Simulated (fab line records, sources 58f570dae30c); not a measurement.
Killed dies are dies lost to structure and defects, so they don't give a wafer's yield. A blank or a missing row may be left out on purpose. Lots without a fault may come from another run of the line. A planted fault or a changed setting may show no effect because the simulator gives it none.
Which tool did it? | flow berkeley_cmos170 | 13 lots, 39 wafers sampled, at 3 steps of a route of 331

WHAT THE GAUGES READ, wafer by wafer
UCB170_GATE_CD_MEAS_12: target cd 350 nm. Usual: cd_nm 349.8 nm, standard deviation 1.4.
lot  | measured     | on        | cd_nm (nm)        | flag
L638 | day 7 02:52  | cd_sem-01 | 351.8 351.0 351.4 |
L641 | day 8 03:51  | cd_sem-01 | 351.1 351.2 350.8 |
L643 | day 8 04:34  | cd_sem-02 | 349.8 349.5 349.5 |
L642 | day 8 04:40  | cd_sem-01 | 348.9 349.2 349.0 |
L644 | day 8 17:08  | cd_sem-02 | 348.0 348.4 347.6 |
L645 | day 8 17:25  | cd_sem-02 | 349.5 350.3 349.5 |
L647 | day 9 02:11  | cd_sem-01 | 350.6 350.0 350.3 |
L646 | day 9 02:32  | cd_sem-01 | 353.3 352.6 352.1 |
L651 | day 10 05:13 | cd_sem-01 | 279.2 279.0 280.5 | OFF
L653 | day 10 05:28 | cd_sem-02 | 352.9 351.2 351.2 |
L659 | day 11 13:35 | cd_sem-02 | 349.6 349.6 349.5 |
L661 | day 11 22:19 | cd_sem-02 | 350.3 348.4 349.7 |
L660 | day 11 22:19 | cd_sem-01 | 349.3 351.0 349.5 |

UCB170_SDANNEAL_RS_MEAS_03: measures by four-point-probe. Usual: NSD_RS 37.29 ohm/sq, standard deviation 0.1.
lot  | measured     | on            | NSD_RS (ohm/sq)   | flag
L638 | day 7 22:24  | film_metro-04 | 37.46 37.31 37.36 |
L641 | day 8 20:41  | film_metro-04 | 37.35 37.34 37.35 |
L643 | day 8 20:54  | film_metro-01 | 37.21 37.30 37.23 |
L642 | day 8 20:55  | film_metro-03 | 37.26 37.23 37.28 |
L644 | day 9 10:49  | film_metro-03 | 37.25 37.25 37.18 |
L645 | day 9 10:59  | film_metro-04 | 37.34 37.41 37.31 |
L647 | day 9 18:49  | film_metro-04 | 37.35 37.29 37.32 |
L646 | day 9 18:57  | film_metro-01 | 37.21 37.17 37.16 |
L653 | day 10 20:44 | film_metro-04 | 37.34 37.30 37.42 |
L659 | day 12 06:21 | film_metro-04 | 37.32 37.43 37.37 |
L661 | day 12 14:16 | film_metro-03 | 37.32 37.32 37.27 |
L660 | day 12 14:41 | film_metro-04 | 37.43 37.29 37.41 |

WHICH TOOL RAN EACH LOT (tool, then ch and the chambers of the sampled wafers, then the start)
lot  | UCB170_GATE_EXPOSE_09
L638 | krf_scanner-02 ch 0, day 7 02:08
L641 | krf_scanner-01 ch 0, day 8 03:28
L643 | krf_scanner-02 ch 0, day 8 03:46
L642 | krf_scanner-02 ch 0, day 8 03:54
L644 | krf_scanner-02 ch 0, day 8 16:45
L645 | krf_scanner-01 ch 0, day 8 16:59
L647 | krf_scanner-01 ch 0, day 9 01:41
L646 | krf_scanner-02 ch 0, day 9 02:05
L651 | krf_scanner-01 ch 0, day 10 04:49
L653 | krf_scanner-02 ch 0, day 10 05:04
L659 | krf_scanner-02 ch 0, day 11 13:04
L661 | krf_scanner-02 ch 0, day 11 21:35
L660 | krf_scanner-01 ch 0, day 11 21:50
- UCB170_GATE_EXPOSE_09: exposes mask POLY, target cd 350 nm.

WHAT THE TOOLS THEMSELVES READ (means of the sampled wafers that have a number; where no wafer has one, the mark that the record gives instead)
UCB170_GATE_EXPOSE_09. Usual: reticle_temp_C 23.00 C, standard deviation 0.11.
lot  | tool           | reticle_temp_C (C) | flag
L638 | krf_scanner-02 | 23.01              |
L641 | krf_scanner-01 | 23.08              |
L643 | krf_scanner-02 | 23.13              |
L642 | krf_scanner-02 | 22.92              |
L644 | krf_scanner-02 | 22.93              |
L645 | krf_scanner-01 | 22.97              |
L647 | krf_scanner-01 | 23.08              |
L646 | krf_scanner-02 | 23.00              |
L651 | krf_scanner-01 | 23.10              |
L653 | krf_scanner-02 | 23.05              |
L659 | krf_scanner-02 | 22.91              |
L661 | krf_scanner-02 | 22.85              |
L660 | krf_scanner-01 | 23.02              |

THE ANSWER, worked out from the rows above alone
Rule: a lot is off if the mean of its wafers that have a number lies more than 3 standard deviations from the usual mean. A lot without any number at a reading at which 4 lots or more have one is off too. The other lots that the step has rows for count as sound. The gauges are gone through in route order, then the tools' own readings, and for those a lot's mean is taken as printed above. The first step at which some lot is off is used, and at that step the reading that is off furthest; a lot without a number counts as furthest.
Off: L651, at UCB170_GATE_CD_MEAS_12 (cd_nm).
A tool fits if, at a process step before that reading, it ran every lot that is off, and no sound lot after the first of them. The gauges at UCB170_GATE_CD_MEAS_12 are tried like those tools. None of those tried fits.

WHAT THE SIMULATOR HAD PUT IN
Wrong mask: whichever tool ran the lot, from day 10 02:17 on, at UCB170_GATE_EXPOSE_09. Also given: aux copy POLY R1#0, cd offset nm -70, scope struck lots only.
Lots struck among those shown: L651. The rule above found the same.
